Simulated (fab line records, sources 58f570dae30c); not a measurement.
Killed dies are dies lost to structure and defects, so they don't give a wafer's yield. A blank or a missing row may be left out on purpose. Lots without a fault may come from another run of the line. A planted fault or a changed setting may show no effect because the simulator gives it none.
fab line records | flow berkeley_cmos170
record lots=13 wafers=39 last_day=14
route steps=331 shown NWELL@19 GATE@127 NLDD@168
lots that met no fault: from a run of the same line without faults
start_h: hours from the record's first day to the start of the lot's first wafer shown | wait_h: hours since the lot's step before | " the same as in the row above | L1.1+2: a row that stands for several wafers | - no value, or no start given | * or withheld: withheld | < > ~ a bound
route shown NAME@n: a module of which the file shows steps, and the number in the route of the first | usual: mean/standard deviation of fault-free wafers | same: alike in all rows | chamber/n: place in a boat | sites: the reading at each site | _std_site: their standard deviation | _edge_site: outer sites' mean less inner sites' | radius_mm: how far each site lies from the wafer's centre | mask NAME#n: copy n | behind: the tool/chamber that last shaped the wafer | hold: why the lot was held/for how many hours/how that ended | device: the transistor (n, p or np) that didn't switch | end of line: the same wafers' tests at the end of the route | a step without rows: its recipe alone | killed: dies lost to structure and defects at the first sort, not the wafer's yield | map: a wafer's dies, x killed, . not, _ none there
set.NAME: the setting as run; set.NAME@STEP: as run at that earlier step | model.NAME: the simulator's own value behind a step, which no gauge read
steps of the route over a sample of lots; a table a step, a row a wafer
services: from which hour (start_h, from the record's first day; less than 0 if before it) a tool's chamber was out of use, for how many hours, and why
## steps
# step UCB170_NWELL_THK_MEAS_05
# recipe reads=Si3N4_of_NWELL_CVD_04
# usual NWELL_NITRIDE_THK=224.2/1.8
# columns lot.wafer tool chamber start_h wait_h NWELL_NITRIDE_THK[nm]
L447.2 film_metro-01 - 32.60 0.0 222.2
L447.4 " - " " 223.3
L447.6 " - " " 221.6
L448.3 film_metro-03 - 37.46 0.0 221.5
L448.4 " - " " 221.1
L448.5 " - " " 221.6
L449.1 film_metro-03 - 41.29 0.0 222.2
L449.2 " - " " 221.8
L449.6 " - " " 222.7
L450.1 film_metro-01 - 46.33 0.0 224.0
L450.4 " - " " 223.1
L450.5 " - " " 221.7
L451.1 film_metro-02 - 46.33 0.0 224.4
L451.4 " - " " 224.7
L451.5 " - " " 223.0
L452.1 film_metro-03 - 50.10 0.0 225.7
L452.5 " - " " 225.0
L452.6 " - " " 227.2
L463.1 film_metro-02 - 114.31 0.0 222.7
L463.4 " - " " 222.6
L463.6 " - " " 223.2
L465.1 film_metro-02 - 124.41 0.0 226.6
L465.3 " - " " 224.3
L465.5 " - " " 224.6
L466.1 film_metro-03 - 132.85 0.0 225.4
L466.3 " - " " 226.2
L466.6 " - " " 222.3
L467.2 film_metro-02 - 132.86 0.0 222.1
L467.3 " - " " 222.9
L467.4 " - " " 220.8
L468.1 film_metro-03 - 142.75 0.0 223.7
L468.2 " - " " 223.4
L468.5 " - " " 224.5
L469.2 film_metro-03 - 142.82 0.1 225.7
L469.5 " - " " 222.6
L469.6 " - " " 222.3
L470.1 film_metro-02 - 151.99 0.0 226.3
L470.5 " - " " 223.8
L470.6 " - " " 226.0
# step UCB170_NWELL_ETCH_13
# recipe chemistry=CH3F/Ar/O2 target=Si3N4 stop_on=SiO2 CH3F_flow_sccm=20 Ar_flow_sccm=50 O2_flow_sccm=7 pressure_mtorr=50 rf_w=450 target_depth_a=2464 over_etch_frac=0.1 time_s=154
# usual drypump_motor_current_A=5.3/0.48 oes_product_au=0.935/0.017 throttle_valve_pct=8.03/0.13
# columns lot.wafer tool chamber start_h wait_h drypump_motor_current_A oes_product_au rf_hours_counter_h throttle_valve_pct
L447.2 rie_diel-03 2 33.68 0.0 4.8 0.949 165 8.07
L447.4 " 0 " " 5.1 0.907 - 8.09
L447.6 " 2 " " 4.8 0.951 - 8.06
L448.3 rie_diel-03 2 38.77 0.0 4.8 0.942 165 8.08
L448.4 " 0 " " 5.1 0.910 122 8.11
L448.5 " 1 " " 4.7 0.964 - 7.95
L449.1 rie_diel-02 3 42.28 0.0 5.1 0.925 169 8.02
L449.2 " 2 " " 5.9 0.910 106 8.12
L449.6 " 0 " " 5.7 0.927 - 7.86
L450.1 rie_diel-02 3 47.39 0.0 5.1 0.929 169 8.02
L450.4 " 0 " " 5.7 0.923 128 7.86
L450.5 " 1 " " 5.6 0.965 - 8.13
L451.1 rie_diel-03 3 48.06 0.0 4.9 0.926 0 8.12
L451.4 " 2 " " 4.8 0.945 166 8.08
L451.5 " 0 " " 5.1 0.911 - 8.10
L452.1 rie_diel-01 3 51.16 0.0 4.8 0.916 36 7.85
L452.5 " 1 " " 5.6 0.920 - 7.86
L452.6 " 0 " " 5.4 0.936 - 8.33
L463.1 rie_diel-03 1 115.82 0.0 4.7 0.958 53 7.96
L463.4 " 3 " " 4.9 0.924 4 8.11
L463.6 " 1 " " 4.7 0.955 - 7.94
L465.1 rie_diel-02 3 125.47 0.0 5.1 0.951 1 8.03
L465.3 " 1 " " 5.6 0.953 98 8.14
L465.5 " 3 " " 5.1 0.930 - 8.03
L466.1 rie_diel-03 0 134.15 0.0 5.1 0.918 127 8.09
L466.3 " 1 " " 4.7 0.975 54 7.94
L466.6 " 1 " " 4.7 0.964 - 7.94
L467.2 rie_diel-01 3 134.39 0.0 4.8 0.917 39 7.85
L467.3 " 0 " " 5.4 0.935 119 8.32
L467.4 " 3 " " 4.8 0.912 - 7.84
L468.1 rie_diel-03 2 143.69 0.0 4.8 0.941 1 8.05
L468.2 " 3 " " 4.9 0.924 5 8.12
L468.5 " 3 " " 4.9 0.935 - 8.10
L469.2 rie_diel-01 2 143.93 0.0 6.2 0.942 0 8.12
L469.5 " 3 " " 4.8 0.918 - 7.85
L469.6 " 2 " " 6.2 0.921 - 8.11
L470.1 rie_diel-01 1 155.59 0.0 5.6 0.927 35 7.86
L470.5 " 0 " " 5.4 0.938 - 8.31
L470.6 " 3 " " 4.8 0.913 - 7.85
# step UCB170_GATE_OXIDATION_01
# recipe temp_c=850 ambient=O2 target_thk_a=66 ox_time_s=1800
# usual spike_tc_centre_C=852.4/1.6 zone_power_centre_pct=35.4/2
# same ox_time_s=1800
# columns lot.wafer tool chamber start_h wait_h spike_tc_centre_C zone_power_centre_pct
L447.2 furnace-04 0 127.99 7.2 851.2 33.6
L447.4 " 0 " " 851.7 33.9
L447.6 " 0 " " 852.2 33.4
L448.3 furnace-04 0 127.99 6.7 851.6 34.0
L448.4 " 0 " " 853.2 34.2
L448.5 " 0 " " 853.0 34.2
L449.1 furnace-04 0 140.92 6.5 880.4 43.4
L449.2 " 0 " " 877.8 43.1
L449.6 " 0 " " 878.3 43.7
L450.1 furnace-04 0 140.92 6.9 880.2 43.7
L450.4 " 0 " " 878.4 43.4
L450.5 " 0 " " 878.3 43.5
L451.1 furnace-04 0 140.92 6.8 879.2 42.7
L451.4 " 0 " " 878.0 43.6
L451.5 " 0 " " 878.3 44.4
L452.1 furnace-04 0 140.92 6.6 880.2 44.3
L452.5 " 0 " " 878.8 43.4
L452.6 " 0 " " 880.1 43.6
L463.1 furnace-03 0 200.25 2.2 852.2 40.3
L463.4 " 0 " " 852.5 39.6
L463.6 " 0 " " 853.5 40.2
L465.1 furnace-03 0 200.25 2.4 855.0 40.0
L465.3 " 0 " " 854.1 39.9
L465.5 " 0 " " 852.7 39.6
L466.1 furnace-01 0 216.29 3.6 853.7 36.2
L466.3 " 0 " " 854.0 36.4
L466.6 " 0 " " 856.1 35.9
L467.2 furnace-01 0 216.29 3.9 855.5 36.2
L467.3 " 0 " " 854.4 36.3
L467.4 " 0 " " 852.4 35.5
L468.1 furnace-01 0 226.47 1.6 854.1 35.8
L468.2 " 0 " " 853.9 35.7
L468.5 " 0 " " 852.6 35.6
L469.2 furnace-04 0 235.01 3.2 853.0 33.6
L469.5 " 0 " " 849.3 33.5
L469.6 " 0 " " 850.7 34.8
L470.1 furnace-04 0 239.35 2.2 850.5 33.6
L470.5 " 0 " " 850.5 33.8
L470.6 " 0 " " 850.8 34.2
# step UCB170_GATE_THK_MEAS_02
# recipe reads=SiO2_of_GATE_OXIDATION_01
# usual GATE_OXIDE_THK=6.56/0.13
# columns lot.wafer tool chamber start_h wait_h hold GATE_OXIDE_THK[nm]
L447.2 film_metro-04 - 129.50 0.0 - 6.44
L447.4 " - " " - 6.35
L447.6 " - " " - 6.41
L448.3 film_metro-03 - 129.51 0.0 - 6.60
L448.4 " - " " - 6.66
L448.5 " - " " - 6.59
L450.1 film_metro-04 - 142.42 0.0 await_dispo/0.2h/release 7.92
L450.4 " - " " await_dispo/0.2h/release 8.25
L450.5 " - " " await_dispo/0.2h/release 8.18
L450.1 film_metro-04 - 142.65 0.2 - 7.96
L450.4 " - " " - 8.19
L450.5 " - " " - 8.22
L451.1 film_metro-03 - 142.42 0.0 await_dispo/0.2h/release 7.94
L451.4 " - " " await_dispo/0.2h/release 8.17
L451.5 " - " " await_dispo/0.2h/release 8.06
L451.1 film_metro-03 - 142.65 0.2 - 7.96
L451.4 " - " " - 8.09
L451.5 " - " " - 8.00
L452.1 film_metro-01 - 142.42 0.0 await_dispo/0.2h/release 7.58
L452.5 " - " " await_dispo/0.2h/release 6.86
L452.6 " - " " await_dispo/0.2h/release 6.75
L452.1 film_metro-01 - 142.65 0.2 - 7.57
L452.5 " - " " - 6.88
L452.6 " - " " - 6.80
L449.1 film_metro-04 - 142.48 0.1 await_dispo/0.2h/release 7.71
L449.2 " - " " await_dispo/0.2h/release 7.41
L449.6 " - " " await_dispo/0.2h/release 6.81
L449.1 film_metro-04 - 142.71 0.2 - 7.65
L449.2 " - " " - 7.49
L449.6 " - " " - 6.82
L463.1 film_metro-03 - 201.75 0.0 - 6.53
L463.4 " - " " - 6.51
L463.6 " - " " - 6.53
L465.1 film_metro-01 - 201.75 0.0 - 6.65
L465.3 " - " " - 6.58
L465.5 " - " " - 6.60
L466.1 film_metro-03 - 217.79 0.0 - 6.64
L466.3 " - " " - 6.62
L466.6 " - " " - 6.50
L467.2 film_metro-01 - 217.80 0.0 - 6.64
L467.3 " - " " - 6.62
L467.4 " - " " - 6.67
L468.1 film_metro-01 - 227.97 0.0 - 6.72
L468.2 " - " " - 6.71
L468.5 " - " " - 6.74
L469.2 film_metro-01 - 236.52 0.0 - 6.50
L469.5 " - " " - 6.47
L469.6 " - " " - 6.42
L470.1 film_metro-04 - 240.85 0.0 - 6.43
L470.5 " - " " - 6.40
L470.6 " - " " - 6.50
# step UCB170_NLDD_STRIP_10
# recipe chemistry=O2 power_w=400 pressure_mtorr=3500 platen_temp_c=withheld o2_flow_sccm=400 overash_fraction=0.5
# usual drypump_motor_current_A=5.7/0.46 oes_product_au=0.734/0.0043 strip_time_to_endpoint_s=21.66/0.068
# columns lot.wafer tool chamber start_h wait_h drypump_motor_current_A oes_product_au rf_hours_counter_h strip_time_to_endpoint_s
L448.3 plasma_asher-02 1 141.44 0.1 6.0 0.734 - 21.70
L448.4 " 0 " " 5.1 0.737 - 21.78
L448.5 " 1 " " 6.0 0.740 - 21.71
L447.2 plasma_asher-03 0 141.64 0.1 6.3 0.732 2 21.63
L447.4 " 1 " " 5.6 0.733 - 21.61
L447.6 " 1 " " 5.6 0.745 - 21.61
L450.1 plasma_asher-01 1 157.57 0.1 5.9 0.736 38 21.71
L450.4 " 1 " " 5.9 0.731 - 21.69
L450.5 " 1 " " 5.9 0.731 - 21.75
L452.1 plasma_asher-03 1 157.93 0.1 5.6 0.733 3 21.62
L452.5 " 0 " " 6.3 0.733 - 21.61
L452.6 " 1 " " 5.6 0.737 - 21.64
L451.1 plasma_asher-01 1 158.17 0.1 5.9 0.731 39 21.58
L451.4 " 0 " " 5.0 0.732 - 21.65
L451.5 " 1 " " 5.9 0.737 - 21.59
L449.1 plasma_asher-02 1 158.53 0.1 5.9 0.735 45 21.59
L449.2 " 0 " " 5.1 0.734 45 21.66
L449.6 " 0 " " 5.1 0.739 - 21.66
L465.1 plasma_asher-01 1 214.63 0.1 5.9 0.741 45 21.69
L465.3 " 0 " " 5.0 0.741 - 21.66
L465.5 " 1 " " 5.9 0.743 - 21.66
L463.1 plasma_asher-02 1 215.19 0.1 5.9 0.733 51 21.75
L463.4 " 1 " " 6.0 0.732 - 21.71
L463.6 " 0 " " 5.1 0.732 - 21.80
L466.1 plasma_asher-02 0 228.83 0.1 5.1 0.740 53 21.66
L466.3 " 0 " " 5.1 0.734 - 21.65
L466.6 " 1 " " 5.9 0.730 - 21.65
L467.2 plasma_asher-03 0 230.45 0.1 6.3 0.733 12 21.70
L467.3 " 0 " " 6.3 0.735 - 21.68
L467.4 " 1 " " 5.6 0.736 - 21.69
L468.1 plasma_asher-03 0 238.85 0.1 6.3 0.730 13 21.70
L468.2 " 1 " " 5.5 0.742 13 21.75
L468.5 " 1 " " 5.6 0.735 - 21.77
L469.2 plasma_asher-02 0 250.24 0.1 5.1 0.731 55 21.85
L469.5 " 0 " " 5.1 0.734 - 21.79
L469.6 " 1 " " 5.9 0.739 - 21.80
L470.1 plasma_asher-03 0 252.89 0.1 6.3 0.738 15 21.58
L470.5 " 0 " " 6.3 0.731 - 21.65
L470.6 " 1 " " 5.6 0.733 - 21.55
## services
# columns tool chamber start_h hours kind
rie_diel-03 3 16.52 - clean
rie_diel-03 3 16.52 21.9 scheduled_down
rie_diel-03 3 16.52 21.9 vent_cycle
furnace-01 - 20.17 5.1 pm
rie_diel-01 0 65.08 13.2 repair
furnace-01 - 81.46 16.4 pm
rie_diel-03 2 86.70 - clean
rie_diel-03 2 86.70 25.3 scheduled_down
rie_diel-01 - 100.62 0.3 repair
plasma_asher-03 - 108.75 9.0 pm
rie_diel-01 2 117.94 2.8 repair
plasma_asher-03 - 119.43 0.4 repair
rie_diel-03 0 123.94 2.3 repair
furnace-03 - 133.51 3.1 pm
plasma_asher-02 - 141.93 2.8 pm
rie_diel-03 1 157.92 4.5 repair
furnace-04 - 159.97 2.7 pm
furnace-04 - 162.71 4.6 pm
rie_diel-01 3 175.37 2.2 repair
rie_diel-02 - 196.59 0.4 repair
rie_diel-01 0 214.27 6.6 repair
plasma_asher-01 - 229.93 2.0 repair
furnace-01 - 240.90 3.1 pm
furnace-01 - 252.04 5.8 pm
## key
first_sign step=UCB170_GATE_OXIDATION_01 reading=spike_tc_centre_C direction=up sigmas=16 usual=852.4 struck=879.0
effect step=UCB170_GATE_OXIDATION_01 reading=zone_power_centre_pct direction=up sigmas=4 usual=35.4 struck=43.6
effect step=UCB170_GATE_THK_MEAS_02 reading=visit direction=added
effect step=UCB170_GATE_THK_MEAS_02 reading=GATE_OXIDE_THK direction=up sigmas=8.6 usual=6.56 struck=7.64 wafers_moved=10
met_at UCB170_GATE_OXIDATION_01
struck_lots L449,L450,L451,L452
tester_left_out L449,L450,L451,L452
not_acting_at UCB170_NWELL_THK_MEAS_05,UCB170_NWELL_ETCH_13,UCB170_NLDD_STRIP_10
onset_between 127.99 140.92
fault kind=process_parameter_drift tool=furnace-04 chamber=- onset_h=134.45 steps=UCB170_GATE_OXIDATION_01 channel=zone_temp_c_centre offset=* shape=step end_h=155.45
# tester_left_out: of these lots the tester's yield and bins aren't shown, on N5 and GAA mostly nor the transistor test; their killed dies are dies lost to structure and defects alone, not to doping, threshold or leakage, so they don't give the yield
